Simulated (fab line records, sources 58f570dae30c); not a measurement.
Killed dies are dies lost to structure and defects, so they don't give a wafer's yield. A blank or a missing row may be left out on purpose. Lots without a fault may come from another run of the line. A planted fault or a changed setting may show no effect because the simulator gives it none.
Which tool did it? | flow berkeley_cmos170 | 15 lots, 45 wafers sampled, at 5 steps of a route of 331

WHAT THE GAUGES READ, wafer by wafer
UCB170_PLDD_CD_MEAS_06: target cd 1200 nm. Usual: cd_nm 1199.7 nm, standard deviation 1.4.
lot  | measured     | on        | cd_nm (nm)           | flag
L783 | day 6 18:41  | cd_sem-01 | 1198.5 1199.4 1200.2 |
L785 | day 7 02:59  | cd_sem-02 | 1198.3 1199.3 1198.6 |
L787 | day 7 08:19  | cd_sem-02 | 1200.1 1200.2 1200.4 |
L789 | day 8 04:35  | cd_sem-01 | 1199.7 1199.8 1200.0 |
L788 | day 8 04:51  | cd_sem-02 | 1197.7 1199.4 1198.9 |
L791 | day 8 08:56  | cd_sem-01 | 1197.4 1197.2 1197.0 |
L792 | day 8 09:14  | cd_sem-01 | 1200.1 1201.7 1201.2 |
L794 | day 9 06:23  | cd_sem-02 | 1200.1 1199.4 1200.5 |
L797 | day 9 23:17  | cd_sem-01 | 1197.7 1196.3 1196.1 |
L800 | day 10 01:13 | cd_sem-01 | 1201.2 1200.8 1199.9 |
L799 | day 10 01:21 | cd_sem-02 | 1196.1 1196.5 1197.2 |
L795 | day 10 01:40 | cd_sem-02 | 1200.8 1202.8 1201.7 |
L798 | day 10 02:12 | cd_sem-01 | 1200.0 1200.9 1200.9 |
L802 | day 10 06:29 | cd_sem-02 | 1200.1 1200.4 1200.4 |
L803 | day 10 16:11 | cd_sem-01 | 1199.8 1199.2 1200.4 |

UCB170_PLDD_TW_MEAS_11. Usual: PLDD_TW 1015, standard deviation 5.9.
lot  | measured     | on            | PLDD_TW        | flag
L783 | day 6 19:15  | film_metro-02 | 1017 1020 1018 |
L785 | day 7 03:32  | film_metro-03 | 1004 1005 1008 |
L787 | day 7 08:52  | film_metro-02 | 1015 1011 1017 |
L789 | day 8 05:08  | film_metro-02 | 1021 1023 1016 |
L788 | day 8 05:25  | film_metro-04 | 1012 1011 1020 |
L791 | day 8 09:29  | film_metro-03 | 1010 1014 1010 |
L792 | day 8 09:47  | film_metro-02 | 1015 1013 1018 |
L794 | day 9 06:58  | film_metro-02 | 1030 1030 1028 |
L797 | day 9 23:50  | film_metro-03 | 1006 1007 1007 |
L800 | day 10 01:46 | film_metro-03 | 1014 1016 1007 |
L799 | day 10 01:55 | film_metro-02 | 1021 1020 1015 |
L795 | day 10 02:12 | film_metro-03 | 1014 1013 1007 |
L798 | day 10 02:43 | film_metro-03 | 1012 1016 1014 |
L802 | day 10 07:03 | film_metro-04 | 1024 1024 1019 |
L803 | day 10 16:47 | film_metro-03 | 1014 1014 1011 |

UCB170_PSD_CD_MEAS_06: target cd 1200 nm. Usual: cd_nm 1199.5 nm, standard deviation 1.8.
lot  | measured     | on        | cd_nm (nm)           | flag
L783 | day 7 02:51  | cd_sem-01 | 1197.1 1198.6 1199.1 |
L785 | day 7 10:47  | cd_sem-02 | 1199.0 1198.8 1200.4 |
L787 | day 7 19:23  | cd_sem-02 | 1197.8 1198.9 1200.0 |
L789 | day 8 13:32  | cd_sem-02 | - - -                | OFF
L788 | day 8 13:40  | cd_sem-02 | - - -                | OFF
L791 | day 8 18:02  | cd_sem-02 | - - -                | OFF
L792 | day 8 18:18  | cd_sem-01 | 1202.4 1202.8 1203.3 |
L794 | day 9 14:44  | cd_sem-02 | 1199.3 1199.1 1198.8 |
L797 | day 10 07:13 | cd_sem-01 | 1199.0 1198.6 1198.6 |
L800 | day 10 10:51 | cd_sem-01 | 1196.6 1195.3 1195.6 |
L799 | day 10 11:08 | cd_sem-02 | 1198.0 1199.4 1199.7 |
L795 | day 10 11:05 | cd_sem-01 | 1197.5 1195.5 1196.8 |
L798 | day 10 11:16 | cd_sem-01 | 1199.8 1199.3 1197.9 |
L802 | day 10 15:03 | cd_sem-01 | 1200.7 1199.4 1198.2 |
L803 | day 11 00:50 | cd_sem-02 | 1198.3 1198.1 1197.9 |

WHICH TOOL RAN EACH LOT (tool, then ch and the chambers of the sampled wafers, then the start)
lot  | UCB170_SPACER_ETCHBACK_03          | UCB170_PSD_COAT_01
L783 | rie_diel-01 ch 0,1,3, day 7 01:56  | litho_track-03 ch 0, day 7 02:10
L785 | rie_diel-01 ch 0,1,3, day 7 09:39  | litho_track-01 ch 0, day 7 09:55
L787 | rie_diel-03 ch 0,2,3, day 7 17:56  | litho_track-01 ch 0, day 7 18:22
L789 | rie_diel-04 ch 2,3, day 8 12:38    | litho_track-01, day 8 12:51
L788 | rie_diel-03 ch 0,1,2, day 8 12:38  | litho_track-03, day 8 12:51
L791 | rie_diel-04 ch 0,1,3, day 8 15:50  | litho_track-03, day 8 16:34
L792 | rie_diel-03 ch 0,1,3, day 8 15:50  | litho_track-04 ch 0, day 8 16:43
L794 | rie_diel-01 ch 0,1, day 9 13:12    | litho_track-01 ch 0, day 9 13:26
L797 | rie_diel-01 ch 0,1,2, day 10 06:18 | litho_track-04 ch 0, day 10 06:31
L800 | rie_diel-03 ch 0,2,3, day 10 09:37 | litho_track-03 ch 0, day 10 09:50
L799 | rie_diel-04 ch 0,1,3, day 10 09:37 | litho_track-04 ch 0, day 10 10:08
L795 | rie_diel-01 ch 1,2, day 10 09:37   | litho_track-01 ch 0, day 10 10:04
L798 | rie_diel-03 ch 2,3, day 10 09:41   | litho_track-03 ch 0, day 10 10:21
L802 | rie_diel-04 ch 1,2,3, day 10 13:58 | litho_track-03 ch 0, day 10 14:11
L803 | rie_diel-01 ch 0,1,2, day 10 23:11 | litho_track-04 ch 0, day 10 23:38
- UCB170_SPACER_ETCHBACK_03: etches SiO2 in CHF3/CF4/Ar, stops on Si, target depth 376 nm, time 100 s.
- UCB170_PSD_COAT_01: resist thk 900 nm.

WHAT THE TOOLS THEMSELVES READ (means of the sampled wafers that have a number; where no wafer has one, the mark that the record gives instead)
UCB170_SPACER_ETCHBACK_03. Usual: drypump_motor_current_A 5.8 A, standard deviation 0.49; oes_product_au 0.900 a.u., standard deviation 0.021; throttle_valve_pct 6.48 %, standard deviation 0.095.
lot  | tool        | drypump_motor_current_A (A) | oes_product_au (a.u.) | throttle_valve_pct (%) | flag
L783 | rie_diel-01 | 5.8                         | 0.905                 | 6.53                   |
L785 | rie_diel-01 | 5.8                         | 0.905                 | 6.53                   |
L787 | rie_diel-03 | 6.0                         | 0.914                 | 6.47                   |
L789 | rie_diel-04 | 6.0                         | 0.913                 | 6.48                   |
L788 | rie_diel-03 | 5.9                         | 0.919                 | 6.46                   |
L791 | rie_diel-04 | 5.5                         | 0.893                 | 6.50                   |
L792 | rie_diel-03 | 5.7                         | 0.901                 | 6.45                   |
L794 | rie_diel-01 | 6.0                         | 0.912                 | 6.57                   |
L797 | rie_diel-01 | 5.7                         | 0.904                 | 6.47                   |
L800 | rie_diel-03 | 6.0                         | 0.909                 | 6.45                   |
L799 | rie_diel-04 | 5.5                         | 0.874                 | 6.50                   |
L795 | rie_diel-01 | 5.9                         | 0.900                 | 6.53                   |
L798 | rie_diel-03 | 6.4                         | 0.906                 | 6.44                   |
L802 | rie_diel-04 | 5.8                         | 0.904                 | 6.53                   |
L803 | rie_diel-01 | 5.7                         | 0.914                 | 6.48                   |

UCB170_PSD_COAT_01. Usual: chill_plate_temp_C 23.00 C, standard deviation 0.12; dispense_pressure_kPa 51.7 kPa, standard deviation 2; resist_line_temp_C 23.00 C, standard deviation 0.094.
lot  | tool           | chill_plate_temp_C (C) | dispense_pressure_kPa (kPa) | resist_line_temp_C (C) | flag
L783 | litho_track-03 | 22.98                  | 49.4                        | 23.01                  |
L785 | litho_track-01 | 22.94                  | 52.0                        | 22.86                  |
L787 | litho_track-01 | 23.05                  | 52.0                        | 23.01                  |
L789 | litho_track-01 | -                      | -                           | -                      | OFF
L788 | litho_track-03 | -                      | -                           | -                      | OFF
L791 | litho_track-03 | -                      | -                           | -                      | OFF
L792 | litho_track-04 | 22.87                  | 54.0                        | 22.89                  |
L794 | litho_track-01 | 23.04                  | 51.9                        | 22.96                  |
L797 | litho_track-04 | 22.96                  | 54.1                        | 23.04                  |
L800 | litho_track-03 | 23.10                  | 49.4                        | 23.12                  |
L799 | litho_track-04 | 22.94                  | 54.0                        | 22.92                  |
L795 | litho_track-01 | 23.09                  | 51.9                        | 22.97                  |
L798 | litho_track-03 | 22.96                  | 49.4                        | 23.00                  |
L802 | litho_track-03 | 23.14                  | 49.4                        | 23.20                  |
L803 | litho_track-04 | 23.11                  | 54.0                        | 22.92                  |

THE ANSWER, worked out from the rows above alone
Rule: a lot is off if the mean of its wafers that have a number lies more than 3 standard deviations from the usual mean. A lot without any number at a reading at which 4 lots or more have one is off too. The other lots that the step has rows for count as sound. The gauges are gone through in route order, then the tools' own readings, and for those a lot's mean is taken as printed above. The first step at which some lot is off is used, and at that step the reading that is off furthest; a lot without a number counts as furthest.
Off: L789, L788, L791, at UCB170_PSD_CD_MEAS_06 (cd_nm). Without a number there: L789, L788, L791.
A tool fits if, at a process step before that reading, it ran every lot that is off, and no sound lot after the first of them. The gauges at UCB170_PSD_CD_MEAS_06 aren't tried: what is off there is off at UCB170_PSD_COAT_01 too, on other tools, and a gauge's error can't cause that. None of those tried fits.

WHAT THE SIMULATOR HAD PUT IN
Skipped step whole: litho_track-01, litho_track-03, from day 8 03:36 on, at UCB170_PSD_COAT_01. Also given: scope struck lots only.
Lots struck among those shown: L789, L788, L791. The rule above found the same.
